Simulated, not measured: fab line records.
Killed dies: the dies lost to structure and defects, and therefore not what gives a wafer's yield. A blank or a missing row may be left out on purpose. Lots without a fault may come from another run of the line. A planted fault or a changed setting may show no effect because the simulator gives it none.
Which of the tools did it? | flow rit_cmos | 7 lots, 21 wafers sampled, at 1 step of a route of 202

== WHAT THE GAUGES SHOWED, per wafer ==
RIT_PWELL_TW_MEAS_10.
lot  | measured    | on            | PWELL_TW
L642 | day 2 16:04 | film_metro-04 | 956 958 958
L644 | day 3 00:22 | film_metro-04 | 954 954 961
L647 | day 4 07:10 | film_metro-04 | 957 958 958
L650 | day 4 12:21 | film_metro-04 | 953 956 954
L657 | day 5 18:18 | film_metro-04 | 957 967 965
L661 | day 6 11:33 | film_metro-03 | 962 964 964
L663 | day 6 19:14 | film_metro-03 | 964 963 964

== TOOL THAT RAN EACH LOT (tool first, then ch and the chambers of the sampled wafers, then the start) ==
The record shows no process step preceding these readings.

== THE ANSWER, worked out from the rows above alone ==
Rule: usual is defined by the lots themselves. The widest of any qualifying gaps counts: lots, ordered by their means at a reading, are off when they make up no more than a third of the lots, leave a main group of 4 or more, and stand apart from it by 3 or more times the standard deviation of that group's means. Not used: any main group whose means are identical at the precision the tables above print for the reading. Also off: a lot with no number at a reading for which 4 or more lots have one. Any other lot the step has rows for is counted as sound.
Across all readings shown, no lot is off: no conclusion can be drawn from this.

== WHAT THE SIMULATOR HAD PUT IN ==
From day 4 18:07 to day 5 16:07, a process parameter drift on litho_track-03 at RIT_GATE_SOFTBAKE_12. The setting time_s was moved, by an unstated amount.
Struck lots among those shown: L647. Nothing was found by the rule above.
